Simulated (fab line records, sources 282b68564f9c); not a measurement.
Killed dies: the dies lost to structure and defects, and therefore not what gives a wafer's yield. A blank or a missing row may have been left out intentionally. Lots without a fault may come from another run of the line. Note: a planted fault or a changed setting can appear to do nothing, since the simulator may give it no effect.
fab line records || flow rit-cmos
record: {"lots": 14, "wafers": 42, "last-day": 7}
route steps=202 shown NSD@133 M1@202
lots untouched by any fault: they come from a run of this same line in which no faults occurred
start-h: hours from the record's first day to the start of the lot's first wafer shown || wait-h: hours since the lot's step before || " same as the row above || L1.1+2: a single row standing in for several wafers || - no value, or no start given || * or withheld: withheld || < > ~ a bound
route shown NAME@n: a module of which the file shows steps, and the number in the route of the first || usual: average and standard deviation across the fault-free wafers || same: alike in all rows || chamber/n: place in a boat || sites: per-site readings || _std_site: how widely they spread, as a standard deviation || _edge_site: the outer-site mean with the inner-site mean subtracted || radius-mm: for every site, how far away it sits from the centre of the wafer || mask NAME#n: copy n || behind: the most recent tool/chamber to have shaped the wafer || hold: why the lot went on hold/how many hours it stayed there/how the hold came to an end || device: transistor that didn't switch, given as n, p or np || end of line: at the end of the route, the tests of the same wafers || step lacking rows: just its recipe || killed: at the first sort, the dies lost to defects and structure; wafer yield is something else || map: the dies of a wafer, with x for killed, . for not killed, _ for no die there
set.NAME: the setting as run; set.NAME@STEP: as run at that earlier step || model.NAME: the simulator's own value behind a step, which no gauge read
one table for each step of the route and one row for each wafer, over a sample of lots
== steps ==
step: RIT_NSD_SOFTBAKE_02
recipe: {"resist": "NOVOLAK", "temp-c": 90, "time-s": 60}
usual: {"chill-plate-temp-C": "23.00/0.1", "exhaust-pa": "45.2/0.93", "heater-power-total-W": "34.56/0.047", "plate-temp-C": "90.01/0.12"}
{"lot.wafer": "L586.4", "tool": "litho-track-01", "chamber": 0, "start-h": 52.27, "wait-h": 0.1, "chill-plate-temp-C": 23.06, "exhaust-pa": 44.3, "heater-power-total-W": 34.52, "plate-temp-C": 89.93}
{"lot.wafer": "L586.5", "tool": "litho-track-01", "chamber": 0, "start-h": 52.27, "wait-h": 0.1, "chill-plate-temp-C": 23.09, "exhaust-pa": 45.0, "heater-power-total-W": 34.50, "plate-temp-C": 89.98}
{"lot.wafer": "L586.6", "tool": "litho-track-01", "chamber": 0, "start-h": 52.27, "wait-h": 0.1, "chill-plate-temp-C": 23.10, "exhaust-pa": 44.0, "heater-power-total-W": 34.49, "plate-temp-C": 89.90}
{"lot.wafer": "L587.1", "tool": "litho-track-03", "chamber": 0, "start-h": 57.57, "wait-h": 0.1, "chill-plate-temp-C": 23.06, "exhaust-pa": 44.5, "heater-power-total-W": 34.49, "plate-temp-C": 90.08}
{"lot.wafer": "L587.3", "tool": "litho-track-03", "chamber": 0, "start-h": 57.57, "wait-h": 0.1, "chill-plate-temp-C": 22.88, "exhaust-pa": 44.1, "heater-power-total-W": 34.50, "plate-temp-C": 90.15}
{"lot.wafer": "L587.6", "tool": "litho-track-03", "chamber": 0, "start-h": 57.57, "wait-h": 0.1, "chill-plate-temp-C": 22.89, "exhaust-pa": 44.6, "heater-power-total-W": 34.50, "plate-temp-C": 90.31}
{"lot.wafer": "L589.3", "tool": "litho-track-01", "chamber": 0, "start-h": 67.03, "wait-h": 0.1, "chill-plate-temp-C": 23.09, "exhaust-pa": 44.7, "heater-power-total-W": 34.55, "plate-temp-C": 90.14}
{"lot.wafer": "L589.5", "tool": "litho-track-01", "chamber": 0, "start-h": 67.03, "wait-h": 0.1, "chill-plate-temp-C": 23.08, "exhaust-pa": 44.9, "heater-power-total-W": 34.59, "plate-temp-C": 90.22}
{"lot.wafer": "L589.6", "tool": "litho-track-01", "chamber": 0, "start-h": 67.03, "wait-h": 0.1, "chill-plate-temp-C": 23.03, "exhaust-pa": 45.0, "heater-power-total-W": 34.60, "plate-temp-C": 89.97}
{"lot.wafer": "L592.2", "tool": "litho-track-04", "chamber": 0, "start-h": 78.73, "wait-h": 0.1, "chill-plate-temp-C": 22.91, "exhaust-pa": 45.8, "heater-power-total-W": 34.55, "plate-temp-C": 89.89}
{"lot.wafer": "L592.3", "tool": "litho-track-04", "chamber": 0, "start-h": 78.73, "wait-h": 0.1, "chill-plate-temp-C": 22.83, "exhaust-pa": 45.0, "heater-power-total-W": 34.45, "plate-temp-C": 89.96}
{"lot.wafer": "L592.6", "tool": "litho-track-04", "chamber": 0, "start-h": 78.73, "wait-h": 0.1, "chill-plate-temp-C": 22.83, "exhaust-pa": 44.8, "heater-power-total-W": 34.61, "plate-temp-C": 90.02}
{"lot.wafer": "L591.2", "tool": "litho-track-04", "chamber": 0, "start-h": 80.93, "wait-h": 0.1, "chill-plate-temp-C": 22.90, "exhaust-pa": 46.5, "heater-power-total-W": 34.55, "plate-temp-C": 90.03}
{"lot.wafer": "L591.3", "tool": "litho-track-04", "chamber": 0, "start-h": 80.93, "wait-h": 0.1, "chill-plate-temp-C": 23.02, "exhaust-pa": 45.4, "heater-power-total-W": 34.50, "plate-temp-C": 90.20}
{"lot.wafer": "L591.4", "tool": "litho-track-04", "chamber": 0, "start-h": 80.93, "wait-h": 0.1, "chill-plate-temp-C": 23.08, "exhaust-pa": 45.9, "heater-power-total-W": 34.56, "plate-temp-C": 90.12}
{"lot.wafer": "L593.3", "tool": "litho-track-01", "chamber": 0, "start-h": 84.51, "wait-h": 0.1, "chill-plate-temp-C": 22.94, "exhaust-pa": 46.6, "heater-power-total-W": 34.49, "plate-temp-C": 90.13}
{"lot.wafer": "L593.4", "tool": "litho-track-01", "chamber": 0, "start-h": 84.51, "wait-h": 0.1, "chill-plate-temp-C": 23.05, "exhaust-pa": 45.7, "heater-power-total-W": 34.55, "plate-temp-C": 89.99}
{"lot.wafer": "L593.5", "tool": "litho-track-01", "chamber": 0, "start-h": 84.51, "wait-h": 0.1, "chill-plate-temp-C": 23.08, "exhaust-pa": 45.1, "heater-power-total-W": 34.62, "plate-temp-C": 90.08}
{"lot.wafer": "L594.2", "tool": "litho-track-04", "chamber": 0, "start-h": 88.03, "wait-h": 0.1, "chill-plate-temp-C": 22.92, "exhaust-pa": 45.9, "heater-power-total-W": 34.59, "plate-temp-C": 89.93}
{"lot.wafer": "L594.4", "tool": "litho-track-04", "chamber": 0, "start-h": 88.03, "wait-h": 0.1, "chill-plate-temp-C": 23.00, "exhaust-pa": 45.8, "heater-power-total-W": 34.49, "plate-temp-C": 89.81}
{"lot.wafer": "L594.6", "tool": "litho-track-04", "chamber": 0, "start-h": 88.03, "wait-h": 0.1, "chill-plate-temp-C": 23.01, "exhaust-pa": 45.3, "heater-power-total-W": 34.57, "plate-temp-C": 90.03}
{"lot.wafer": "L596.2", "tool": "litho-track-01", "chamber": 0, "start-h": 97.27, "wait-h": 0.1, "chill-plate-temp-C": 22.90, "exhaust-pa": 47.8, "heater-power-total-W": 34.55, "plate-temp-C": 89.99}
{"lot.wafer": "L596.3", "tool": "litho-track-01", "chamber": 0, "start-h": 97.27, "wait-h": 0.1, "chill-plate-temp-C": 23.03, "exhaust-pa": 45.1, "heater-power-total-W": 34.57, "plate-temp-C": 90.00}
{"lot.wafer": "L596.5", "tool": "litho-track-01", "chamber": 0, "start-h": 97.27, "wait-h": 0.1, "chill-plate-temp-C": 22.86, "exhaust-pa": 45.7, "heater-power-total-W": 34.61, "plate-temp-C": 89.95}
{"lot.wafer": "L597.1", "tool": "litho-track-03", "chamber": 0, "start-h": 107.19, "wait-h": 0.1, "chill-plate-temp-C": 22.85, "exhaust-pa": 46.4, "heater-power-total-W": 34.56, "plate-temp-C": 89.87}
{"lot.wafer": "L597.2", "tool": "litho-track-03", "chamber": 0, "start-h": 107.19, "wait-h": 0.1, "chill-plate-temp-C": 23.00, "exhaust-pa": 44.8, "heater-power-total-W": 34.61, "plate-temp-C": 90.01}
{"lot.wafer": "L597.6", "tool": "litho-track-03", "chamber": 0, "start-h": 107.19, "wait-h": 0.1, "chill-plate-temp-C": 22.87, "exhaust-pa": 45.3, "heater-power-total-W": 34.61, "plate-temp-C": 89.98}
{"lot.wafer": "L600.1", "tool": "litho-track-01", "chamber": 0, "start-h": 118.37, "wait-h": 0.1, "chill-plate-temp-C": 23.00, "exhaust-pa": 45.6, "heater-power-total-W": 34.64, "plate-temp-C": 89.99}
{"lot.wafer": "L600.2", "tool": "litho-track-01", "chamber": 0, "start-h": 118.37, "wait-h": 0.1, "chill-plate-temp-C": 23.01, "exhaust-pa": 45.5, "heater-power-total-W": 34.55, "plate-temp-C": 89.95}
{"lot.wafer": "L600.6", "tool": "litho-track-01", "chamber": 0, "start-h": 118.37, "wait-h": 0.1, "chill-plate-temp-C": 23.02, "exhaust-pa": 44.4, "heater-power-total-W": 34.56, "plate-temp-C": 90.03}
{"lot.wafer": "L602.2", "tool": "litho-track-03", "chamber": 0, "start-h": 127.00, "wait-h": 0.1, "chill-plate-temp-C": 23.06, "exhaust-pa": 44.2, "heater-power-total-W": 34.65, "plate-temp-C": 89.89}
{"lot.wafer": "L602.5", "tool": "litho-track-03", "chamber": 0, "start-h": 127.00, "wait-h": 0.1, "chill-plate-temp-C": 22.94, "exhaust-pa": 44.9, "heater-power-total-W": 34.50, "plate-temp-C": 89.95}
{"lot.wafer": "L602.6", "tool": "litho-track-03", "chamber": 0, "start-h": 127.00, "wait-h": 0.1, "chill-plate-temp-C": 22.91, "exhaust-pa": 43.7, "heater-power-total-W": 34.58, "plate-temp-C": 90.00}
{"lot.wafer": "L604.2", "tool": "litho-track-03", "chamber": 0, "start-h": 138.59, "wait-h": 0.1, "chill-plate-temp-C": 22.76, "exhaust-pa": 45.4, "heater-power-total-W": 34.60, "plate-temp-C": 90.03}
{"lot.wafer": "L604.3", "tool": "litho-track-03", "chamber": 0, "start-h": 138.59, "wait-h": 0.1, "chill-plate-temp-C": 22.89, "exhaust-pa": 45.2, "heater-power-total-W": 34.59, "plate-temp-C": 90.04}
{"lot.wafer": "L604.6", "tool": "litho-track-03", "chamber": 0, "start-h": 138.59, "wait-h": 0.1, "chill-plate-temp-C": 22.85, "exhaust-pa": 44.8, "heater-power-total-W": 34.56, "plate-temp-C": 90.13}
{"lot.wafer": "L608.2", "tool": "litho-track-03", "chamber": 0, "start-h": 161.94, "wait-h": 0.1, "chill-plate-temp-C": 23.09, "exhaust-pa": 45.8, "heater-power-total-W": 34.03, "plate-temp-C": 89.34}
{"lot.wafer": "L608.4", "tool": "litho-track-03", "chamber": 0, "start-h": 161.94, "wait-h": 0.1, "chill-plate-temp-C": 23.05, "exhaust-pa": 44.8, "heater-power-total-W": 34.06, "plate-temp-C": 89.25}
{"lot.wafer": "L608.6", "tool": "litho-track-03", "chamber": 0, "start-h": 161.94, "wait-h": 0.1, "chill-plate-temp-C": 22.96, "exhaust-pa": 46.7, "heater-power-total-W": 34.12, "plate-temp-C": 89.34}
{"lot.wafer": "L609.1", "tool": "litho-track-03", "chamber": 0, "start-h": 162.49, "wait-h": 0.1, "chill-plate-temp-C": 22.96, "exhaust-pa": 43.5, "heater-power-total-W": 34.10, "plate-temp-C": 89.26}
{"lot.wafer": "L609.4", "tool": "litho-track-03", "chamber": 0, "start-h": 162.49, "wait-h": 0.1, "chill-plate-temp-C": 22.97, "exhaust-pa": 44.3, "heater-power-total-W": 34.10, "plate-temp-C": 89.05}
{"lot.wafer": "L609.6", "tool": "litho-track-03", "chamber": 0, "start-h": 162.49, "wait-h": 0.1, "chill-plate-temp-C": 23.07, "exhaust-pa": 44.2, "heater-power-total-W": 34.02, "plate-temp-C": 89.10}
step: RIT_M1_PROBE_99
usual: {"killed_at_M0_to_M3": "0.0/0.12", "killed-at-contacts": "0.1/0.25", "killed-at-front-end": "8/3.3", "killed-dies": "8/3.3", "killed-open": "3.9/2.1", "killed-short": "3.8/2.2"}
same: {"gross-dies": 264, "killed_at_M4_up": 0, "killed-at-back-side": 0, "killed-at-other": 0}
{"lot.wafer": "L596.2", "tool": "prober-02", "chamber": "-", "start-h": 107.85, "wait-h": 0.1, "killed_at_M0_to_M3": 0, "killed-at-contacts": 0, "killed-at-front-end": 8, "killed-dies": 8, "killed-open": 4, "killed-short": 4}
{"lot.wafer": "L596.3", "tool": "prober-02", "chamber": "-", "start-h": 107.90, "wait-h": 0.2, "killed_at_M0_to_M3": 0, "killed-at-contacts": 0, "killed-at-front-end": 4, "killed-dies": 4, "killed-open": 3, "killed-short": 1}
{"lot.wafer": "L596.5", "tool": "prober-02", "chamber": "-", "start-h": 108.00, "wait-h": 0.2, "killed_at_M0_to_M3": 0, "killed-at-contacts": 0, "killed-at-front-end": 5, "killed-dies": 5, "killed-open": 2, "killed-short": 3}
{"lot.wafer": "L600.1", "tool": "prober-02", "chamber": "-", "start-h": 129.42, "wait-h": 0.1, "killed_at_M0_to_M3": 0, "killed-at-contacts": 1, "killed-at-front-end": 6, "killed-dies": 7, "killed-open": 4, "killed-short": 3}
{"lot.wafer": "L600.2", "tool": "prober-02", "chamber": "-", "start-h": 129.47, "wait-h": 0.1, "killed_at_M0_to_M3": 0, "killed-at-contacts": 0, "killed-at-front-end": 4, "killed-dies": 4, "killed-open": 1, "killed-short": 3}
{"lot.wafer": "L600.6", "tool": "prober-02", "chamber": "-", "start-h": 129.67, "wait-h": 0.2, "killed_at_M0_to_M3": 0, "killed-at-contacts": 0, "killed-at-front-end": 4, "killed-dies": 4, "killed-open": 2, "killed-short": 2}
{"lot.wafer": "L602.2", "tool": "prober-02", "chamber": "-", "start-h": 138.52, "wait-h": 0.1, "killed_at_M0_to_M3": 0, "killed-at-contacts": 0, "killed-at-front-end": 11, "killed-dies": 11, "killed-open": 7, "killed-short": 4}
{"lot.wafer": "L602.5", "tool": "prober-02", "chamber": "-", "start-h": 138.67, "wait-h": 0.2, "killed_at_M0_to_M3": 0, "killed-at-contacts": 0, "killed-at-front-end": 7, "killed-dies": 7, "killed-open": 3, "killed-short": 4}
{"lot.wafer": "L602.6", "tool": "prober-02", "chamber": "-", "start-h": 138.72, "wait-h": 0.2, "killed_at_M0_to_M3": 0, "killed-at-contacts": 0, "killed-at-front-end": 7, "killed-dies": 7, "killed-open": 2, "killed-short": 5}
killed by level:class
L596.2 FOX1:geometric-particle:open=2 SILICIDE:geometric-particle:short=2 FOX1:geometric-particle:short=1 REOX:geometric-particle:short=1 REOX:geometric-particle:open=1 SILICIDE:geometric-particle:open=1
L596.3 GATE:geometric-particle:open=2 FOX1:geometric-particle:short=1 SILICIDE:geometric-particle:open=1
L596.5 FOX1:geometric-particle:short=2 FOX1:geometric-particle:open=1 GATE:geometric-particle:short=1 SILICIDE:geometric-particle:open=1
L600.1 GATE:geometric-particle:short=2 FOX1:geometric-particle:open=1 FOX2:geometric-particle:short=1 FOX2:geometric-particle:open=1 REOX:geometric-particle:open=1 CONTACT:geometric-particle:open=1
L600.2 FOX2:geometric-particle:short=2 FOX1:geometric-particle:open=1 GATE:geometric-particle:short=1
L600.6 FOX2:geometric-particle:short=1 GATE:geometric-particle:open=1 SPACER:geometric-particle:short=1 SPACER:geometric-particle:open=1
L602.2 GATE:geometric-particle:open=5 FOX1:geometric-particle:short=2 GATE:geometric-particle:short=2 FOX1:geometric-particle:open=1 REOX:geometric-particle:open=1
L602.5 GATE:geometric-particle:short=2 SPACER:geometric-particle:open=2 SPACER:geometric-particle:short=1 SILICIDE:geometric-particle:open=1 SILICIDE:geometric-particle:short=1
L602.6 REOX:geometric-particle:short=2 FOX1:geometric-particle:short=1 FOX2:geometric-particle:short=1 GATE:geometric-particle:open=1 SPACER:geometric-particle:short=1 SPACER:geometric-particle:open=1
== key ==
first-sign: {"step": "RIT_NSD_SOFTBAKE_02", "reading": "heater-power-total-W", "direction": "down", "sigmas": 11, "usual": 34.56, "struck": 34.07}
effect: {"step": "RIT_NSD_SOFTBAKE_02", "reading": "plate-temp-C", "direction": "down", "sigmas": 6.4, "usual": "*", "struck": "*"}
met-at RIT_NSD_SOFTBAKE_02
struck-lots L608,L609
tester-left-out L608,L609
onset-between 138.59 161.94
fault: {"kind": "process-parameter-drift", "tool": "litho-track-03", "chamber": "-", "onset-h": 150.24, "steps": "RIT_NSD_SOFTBAKE_02", "channel": "temp-c", "offset": "*", "shape": "step", "end-h": 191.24, "acts-in": "*", "stated": "*"}
tester-left-out: of these lots the tester's yield and bins aren't shown, on N5 and GAA mostly nor the transistor test; their killed dies are dies lost to structure and defects alone, not to doping, threshold or leakage, so they don't give the yield
